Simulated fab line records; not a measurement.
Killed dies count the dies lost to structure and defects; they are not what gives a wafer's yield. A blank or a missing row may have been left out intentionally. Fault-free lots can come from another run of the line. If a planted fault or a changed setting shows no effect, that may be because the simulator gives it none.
fab line records ; flow berkeleyCmos170
[record] lots = 5; wafers = 23
route steps=331 shown V2@299 M3@310
startH: hours from the record's first day to the start of the lot's first wafer shown ; waitH: time in hours since the lot's previous step ; " same as the row above ; L1.1+2: a row that stands for several wafers ; - value missing, or start not given ; * or withheld: withheld ; < > ~ a bound
route shown NAME@n: NAME is a module with steps in the file, n the number in the route of the first one ; usual: the fault-free wafers' mean and standard deviation ; same: alike in all rows ; chamber/n: place in a boat ; sites: per-site readings ; _std_site: standard deviation across them ; _edge_site: the outer-site mean with the inner-site mean subtracted ; radiusMm: how far each site lies from the wafer's centre ; mask NAME#n: copy n ; behind: the last tool/chamber to shape the wafer ; hold: why the lot went on hold/how many hours it stayed there/how the hold came to an end ; device: names the non-switching transistor (n, p or np) ; end of line: at the end of the route, the tests of the same wafers ; for a step that has no rows: nothing shown but its recipe ; killed: the dies lost at the first sort to structure and to defects; this is not the yield of the wafer ; map: per-die view of a wafer (x killed, . not killed, _ where there is no die)
set.NAME: setting as actually run; set.NAME@STEP: the setting as run at that earlier step ; model.NAME: the simulator's own value behind a step, which no gauge read
lots where settings were altered on purpose, with a table for each step and a row for each wafer
[[steps]]
[step UCB170_V2_COAT_07]
[recipe] resist = KrF; spinRpm = 1500; resistThkNm = 900
lot.wafer;tool;chamber;startH;waitH;set.resistThkNm;model.KrF_of_V2_COAT_07.thkNm
L074.1;lithoTrack-04;0;151.78;0.1;943;945.3
L074.2;lithoTrack-04;0;151.78;0.1;943;947.9
L074.4;lithoTrack-04;0;151.78;0.1;900;902.3
L074.5;lithoTrack-04;0;151.78;0.1;900;901.3
L074.6;lithoTrack-04;0;151.78;0.1;900;900.9
L076.1;lithoTrack-03;0;162.02;0.1;874.8;879.4
L076.2;lithoTrack-03;0;162.02;0.1;874.8;876.4
L076.3;lithoTrack-03;0;162.02;0.1;900;901.6
L076.4;lithoTrack-03;0;162.02;0.1;874.8;878.6
L076.5;lithoTrack-03;0;162.02;0.1;900;900.3
L079.1;lithoTrack-02;0;167.88;0.1;900;903
L079.3;lithoTrack-02;0;167.88;0.1;900;898.3
L079.4;lithoTrack-02;0;167.88;0.1;900;897.1
L079.5;lithoTrack-02;0;167.88;0.1;900;899.7
L079.6;lithoTrack-02;0;167.88;0.1;900;895.9
L083.1;lithoTrack-04;0;184.90;0.1;915.5;916.7
L083.3;lithoTrack-04;0;184.90;0.1;915.5;916.3
L083.4;lithoTrack-04;0;184.90;0.1;900;899.7
L083.5;lithoTrack-04;0;184.90;0.1;915.5;915.3
L083.6;lithoTrack-04;0;184.90;0.1;900;898
L081.1;lithoTrack-03;0;185.33;0.1;900;896.7
L081.4;lithoTrack-03;0;185.33;0.1;900;898.8
L081.6;lithoTrack-03;0;185.33;0.1;900;896.2
[step UCB170_V2_SOFTBAKE_08]
[recipe] resist = KrF; tempC = 130; timeS = 60
[step UCB170_V2_EXPOSE_09]
[recipe] maskId = VIA2; targetCdNm = 700; na = 0.5; sigmaOuter = 0.6; sourceShape = conventional; doseMj = 37
[step UCB170_V2_ETCH_14]
[recipe] chemistry = CHF3/CF4/Ar; target = SiO2; stopOn = Al; CHF3_flow_sccm = 45; cf4FlowSccm = 15; Ar_flow_sccm = 150; pressureMtorr = 200; rfW = 700; targetDepthA = 12500; overEtchFrac = 0.25; timeS = 291
lot.wafer;tool;chamber;startH;waitH;set.resistThkNm@V2_COAT_07;model.KrF_of_V2_COAT_07.thkNm
L074.1;rieDiel-03;3;152.96;0.0;943;659.1
L074.2;rieDiel-03;1;152.96;0.0;943;653.2
L074.4;rieDiel-03;2;152.96;0.0;900;617.7
L074.5;rieDiel-03;1;152.96;0.0;900;609.1
L074.6;rieDiel-03;0;152.96;0.0;900;617.1
L076.1;rieDiel-01;1;163.20;0.0;874.8;591.1
L076.2;rieDiel-01;0;163.20;0.0;874.8;595.5
L076.3;rieDiel-01;2;163.20;0.0;900;618.6
L076.4;rieDiel-01;3;163.20;0.0;874.8;597.3
L076.5;rieDiel-01;2;163.20;0.0;900;617.6
L079.1;rieDiel-03;0;168.73;0.0;900;618.9
L079.3;rieDiel-03;3;168.73;0.0;900;615.1
L079.4;rieDiel-03;1;168.73;0.0;900;604
L079.5;rieDiel-03;2;168.73;0.0;900;614.6
L079.6;rieDiel-03;1;168.73;0.0;900;601.6
L083.1;rieDiel-04;0;186.15;0.0;915.5;627.1
L083.3;rieDiel-04;1;186.15;0.0;915.5;631.5
L083.4;rieDiel-04;3;186.15;0.0;900;614.3
L083.5;rieDiel-04;0;186.15;0.0;915.5;625
L083.6;rieDiel-04;3;186.15;0.0;900;613.2
L081.1;rieDiel-03;2;186.43;0.0;900;611.7
L081.4;rieDiel-03;0;186.43;0.0;900;614.5
L081.6;rieDiel-03;2;186.43;0.0;900;610.9
[step UCB170_V2_STRIP_15]
[recipe] chemistry = O2; powerW = 400; pressureMtorr = 3500; platenTempC = withheld; o2FlowSccm = 400; overashFraction = 0.5
[usual] stripTimeToEndpointS = 15.38/0.1
lot.wafer;tool;chamber;startH;waitH;set.resistThkNm@V2_COAT_07;stripTimeToEndpointS
L074.1;plasmaAsher-03;0;153.14;0.1;943;16.42
L074.2;plasmaAsher-03;1;153.14;0.1;943;16.26
L074.4;plasmaAsher-03;1;153.14;0.1;900;15.48
L074.5;plasmaAsher-03;1;153.14;0.1;900;15.28
L074.6;plasmaAsher-03;0;153.14;0.1;900;15.48
L076.1;plasmaAsher-01;1;163.38;0.1;874.8;14.88
L076.2;plasmaAsher-01;0;163.38;0.1;874.8;14.97
L076.3;plasmaAsher-01;1;163.38;0.1;900;15.51
L076.4;plasmaAsher-01;0;163.38;0.1;874.8;15.00
L076.5;plasmaAsher-01;1;163.38;0.1;900;15.50
L079.1;plasmaAsher-02;0;168.91;0.1;900;15.52
L079.3;plasmaAsher-02;1;168.91;0.1;900;15.43
L079.4;plasmaAsher-02;0;168.91;0.1;900;15.18
L079.5;plasmaAsher-02;0;168.91;0.1;900;15.42
L079.6;plasmaAsher-02;1;168.91;0.1;900;15.12
L083.1;plasmaAsher-03;1;186.33;0.1;915.5;15.72
L083.3;plasmaAsher-03;1;186.33;0.1;915.5;15.83
L083.4;plasmaAsher-03;0;186.33;0.1;900;15.41
L083.5;plasmaAsher-03;0;186.33;0.1;915.5;15.68
L083.6;plasmaAsher-03;1;186.33;0.1;900;15.38
L081.1;plasmaAsher-02;1;186.61;0.1;900;15.36
L081.4;plasmaAsher-02;1;186.61;0.1;900;15.41
L081.6;plasmaAsher-02;0;186.61;0.1;900;15.33
[step UCB170_M3_SPUTTER_01]
[recipe] material = Al; targetThkNm = 900; timeS = 120; powerW = 6000; chamberPressurePa = 0.5
lot.wafer;tool;chamber;startH;waitH;set.chamberPressurePa;model.Al_of_M3_SPUTTER_01.thkNm
L074.1;pvdSputter-01;-;153.43;0.0;0.4321;936.1
L074.2;pvdSputter-01;-;153.43;0.0;0.4321;937.8
L074.4;pvdSputter-01;-;153.43;0.0;0.4321;936.7
L074.5;pvdSputter-01;-;153.43;0.0;0.4321;943.2
L074.6;pvdSputter-01;-;153.43;0.0;0.4321;937.6
L076.1;pvdSputter-01;-;163.68;0.0;0.5;897
L076.2;pvdSputter-01;-;163.68;0.0;0.5;899.7
L076.3;pvdSputter-01;-;163.68;0.0;0.5;893.5
L076.4;pvdSputter-01;-;163.68;0.0;0.5;890.6
L076.5;pvdSputter-01;-;163.68;0.0;0.5;894.1
L079.1;pvdSputter-03;-;169.20;0.0;0.4526;924.5
L079.3;pvdSputter-03;-;169.20;0.0;0.4526;919.9
L079.4;pvdSputter-03;-;169.20;0.0;0.4526;898.5
L079.5;pvdSputter-03;-;169.20;0.0;0.4526;919.5
L079.6;pvdSputter-03;-;169.20;0.0;0.4526;916.9
L083.1;pvdSputter-03;-;186.62;0.0;0.5;898.6
L083.3;pvdSputter-03;-;186.62;0.0;0.5;888.9
L083.4;pvdSputter-03;-;186.62;0.0;0.5;904.8
L083.5;pvdSputter-03;-;186.62;0.0;0.5;884.6
L083.6;pvdSputter-03;-;186.62;0.0;0.5;901.1
L081.1;pvdSputter-01;-;186.89;0.0;0.5;907.7
L081.4;pvdSputter-01;-;186.89;0.0;0.5;896.5
L081.6;pvdSputter-01;-;186.89;0.0;0.5;910.7
[step UCB170_M3_EXPOSE_12]
[recipe] maskId = METAL3; targetCdNm = 700; na = 0.5; sigmaOuter = 0.6; sourceShape = conventional; doseMj = 26
lot.wafer;tool;chamber;startH;waitH;mask;set.doseMj
L074.1+2+4+5+6;krfScanner-01;0;155.44;-;METAL3#0;26
L076.1+2+3;krfScanner-02;0;165.33;-;METAL3#0;26.56
L076.4+5;krfScanner-02;0;165.33;-;METAL3#0;26
L079.1+3+4+5+6;krfScanner-01;0;170.94;-;METAL3#0;26
L083.1+3+6;krfScanner-02;0;188.56;-;METAL3#0;24.96
L083.4+5;krfScanner-02;0;188.56;-;METAL3#0;26
L081.1+4+6;krfScanner-01;0;188.80;-;METAL3#0;26
[step UCB170_M3_PEB_13]
[recipe] pebTempC = 130; pebTimeS = withheld; resist = KrF
[step UCB170_M3_DEVELOP_14]
[recipe] developer = TMAH; developTimeS = 45; resist = KrF; devTempC = 21
[step UCB170_M3_CD_MEAS_15]
[recipe] targetCdNm = 700
[usual] cdNm = 699.9/1.4
lot.wafer;tool;chamber;startH;waitH;set.doseMj@M3_EXPOSE_12;cdNm
L074.1;cdSem-02;-;156.27;-;26;697.3
L074.2;cdSem-02;-;156.27;-;26;698.5
L074.4;cdSem-02;-;156.27;-;26;697.7
L074.5;cdSem-02;-;156.27;-;26;698.0
L074.6;cdSem-02;-;156.27;-;26;698.3
L076.1;cdSem-01;-;165.73;-;26.56;697.3
L076.2;cdSem-01;-;165.73;-;26.56;696.5
L076.3;cdSem-01;-;165.73;-;26.56;696.0
L076.4;cdSem-01;-;165.73;-;26;699.4
L076.5;cdSem-01;-;165.73;-;26;699.4
L079.1;cdSem-01;-;171.48;-;26;700.1
L079.3;cdSem-01;-;171.48;-;26;700.4
L079.4;cdSem-01;-;171.48;-;26;699.8
L079.5;cdSem-01;-;171.48;-;26;700.1
L079.6;cdSem-01;-;171.48;-;26;700.7
L083.1;cdSem-01;-;188.95;-;24.96;705.0
L083.3;cdSem-01;-;188.95;-;24.96;706.4
L083.4;cdSem-01;-;188.95;-;26;698.2
L083.5;cdSem-01;-;188.95;-;26;698.3
L083.6;cdSem-01;-;188.95;-;24.96;705.8
L081.1;cdSem-02;-;189.19;-;26;700.9
L081.4;cdSem-02;-;189.19;-;26;701.4
L081.6;cdSem-02;-;189.19;-;26;698.9
[[key]]
[split] step = UCB170_V2_COAT_07; setting = resistThkNm; stated = 900; by = wafer
[response] step = UCB170_V2_COAT_07; reading = model.KrF_of_V2_COAT_07.thkNm; change = +9.18; per = 1%; r = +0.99
[response] step = UCB170_V2_ETCH_14; reading = model.KrF_of_V2_COAT_07.thkNm; change = +8.57; per = 1%; r = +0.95
[response] step = UCB170_V2_STRIP_15; reading = stripTimeToEndpointS; change = *; per = 1%; r = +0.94
[split] step = UCB170_M3_SPUTTER_01; setting = chamberPressurePa; stated = 0.5; by = lot
[response] step = UCB170_M3_SPUTTER_01; reading = model.Al_of_M3_SPUTTER_01.thkNm; change = -2.72; per = 1%; r = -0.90
[split] step = UCB170_M3_EXPOSE_12; setting = doseMj; stated = 26; by = wafer
[response] step = UCB170_M3_CD_MEAS_15; reading = cdNm; change = -1.74; per = 1%; r = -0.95
